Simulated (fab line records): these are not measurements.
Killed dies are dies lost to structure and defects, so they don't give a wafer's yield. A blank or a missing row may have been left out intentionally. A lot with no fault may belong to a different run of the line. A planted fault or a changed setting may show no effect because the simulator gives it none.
Which tool did it? / flow berkeley_cmos170 / at 1 step of a route of 331, 7 lots with 21 wafers sampled

WHAT THE GAUGES SHOWED, per wafer
UCB170_GATE_THK_MEAS_05.
lot=L774; measured=day 7 04:08; on=film_metro-03; GATE_POLY_THK (nm)=214.3 213.6 213.8
lot=L779; measured=day 7 20:14; on=film_metro-04; GATE_POLY_THK (nm)=213.5 214.5 214.3
lot=L778; measured=day 7 20:15; on=film_metro-01; GATE_POLY_THK (nm)=214.8 213.9 214.3
lot=L784; measured=day 9 13:26; on=film_metro-03; GATE_POLY_THK (nm)=209.5 210.1 211.1
lot=L789; measured=day 10 08:01; on=film_metro-01; GATE_POLY_THK (nm)=212.3 210.7 212.6
lot=L791; measured=day 10 17:28; on=film_metro-04; GATE_POLY_THK (nm)=212.3 214.2 213.0
lot=L793; measured=day 11 06:59; on=film_metro-03; GATE_POLY_THK (nm)=212.5 212.8 214.2

EACH LOT AND THE TOOL THAT RAN IT (in order: tool; ch and the chambers of the sampled wafers; start)
The record holds no process step before these readings.

THE ANSWER, worked out from the rows above alone
Rule: what is usual is taken from the lots themselves. The widest of any qualifying gaps counts: lots, ordered by their means at a reading, are off when they make up no more than a third of the lots, leave a main group of 4 or more, and stand apart from it by 3 or more times the standard deviation of that group's means. A main group whose means are all the same, to the digits that the tables above print for the reading, isn't used. A lot without any number at a reading at which 4 lots or more have one is off too. The other lots that the step has rows for count as sound.
Nothing can be told from this: no lot is off at any reading shown.

WHAT THE SIMULATOR HAD PUT IN
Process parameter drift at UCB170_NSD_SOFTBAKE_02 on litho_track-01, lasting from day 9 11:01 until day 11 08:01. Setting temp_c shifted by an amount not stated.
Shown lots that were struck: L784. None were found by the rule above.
